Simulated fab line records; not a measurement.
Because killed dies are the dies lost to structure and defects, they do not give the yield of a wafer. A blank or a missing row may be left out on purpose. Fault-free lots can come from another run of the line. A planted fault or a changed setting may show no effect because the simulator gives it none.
The tool behind it: which one? | flow rit-cmos | 21 wafers from 7 lots sampled at 2 of the route's 202 steps

## WHAT EACH GAUGE READ, for each wafer
RIT_REOX_THK_MEAS_04.
lot  | measured    | on            | REOX_OXIDE_THK (nm)
L358 | day 2 22:57 | film-metro-02 | 25.8 26.0 26.2
L360 | day 3 07:07 | film-metro-02 | 25.1 25.1 25.5
L362 | day 3 22:06 | film-metro-01 | 29.6 29.7 29.7
L366 | day 4 14:49 | film-metro-01 | 28.9 29.7 28.9
L375 | day 6 12:58 | film-metro-02 | 25.6 24.9 25.2
L378 | day 7 04:30 | film-metro-03 | 24.9 24.7 24.7
L380 | day 7 16:16 | film-metro-02 | 25.5 25.3 25.3

## WHICH TOOL RAN EACH LOT (tool, then ch and the chambers of the sampled wafers, then the start)
lot  | RIT_REOX_OXIDATION_03
L358 | furnace-02 ch 0, day 2 20:23
L360 | furnace-02 ch 0, day 3 04:34
L362 | furnace-02 ch 0, day 3 19:33
L366 | furnace-02 ch 0, day 4 12:16
L375 | furnace-01 ch 0, day 6 10:25
L378 | furnace-01 ch 0, day 7 01:56
L380 | furnace-01 ch 0, day 7 13:43
- RIT_REOX_OXIDATION_03: target thk 25.2 nm, ox time 5580 s.

## THE ANSWER, worked out from the rows above alone
Rule: the usual values come from the lots themselves. The widest of any qualifying gaps counts: lots, ordered by their means at a reading, are off when they make up no more than a third of the lots, leave a main group of 4 or more, and stand apart from it by 3 or more times the standard deviation of that group's means. The tables above print the reading to a certain number of digits; a main group whose means all agree to those digits is not used. Also off: a lot with no number at a reading for which 4 or more lots have one. Where the step has rows for the other lots, those lots are counted as sound.
Off: L362, L366, seen at RIT_REOX_THK_MEAS_04 (REOX_OXIDE_THK). Main group: mean 25.3 nm, sd 0.4.
If a tool, at a process step before that reading, ran all the lots that are off and no sound lot after the first of them, it fits. The gauges at RIT_REOX_THK_MEAS_04 are tried like those tools. Undecided on this evidence; 2 tools fit (furnace-02 at RIT_REOX_OXIDATION_03, film-metro-01 at RIT_REOX_THK_MEAS_04).

## WHAT THE SIMULATOR HAD INSERTED
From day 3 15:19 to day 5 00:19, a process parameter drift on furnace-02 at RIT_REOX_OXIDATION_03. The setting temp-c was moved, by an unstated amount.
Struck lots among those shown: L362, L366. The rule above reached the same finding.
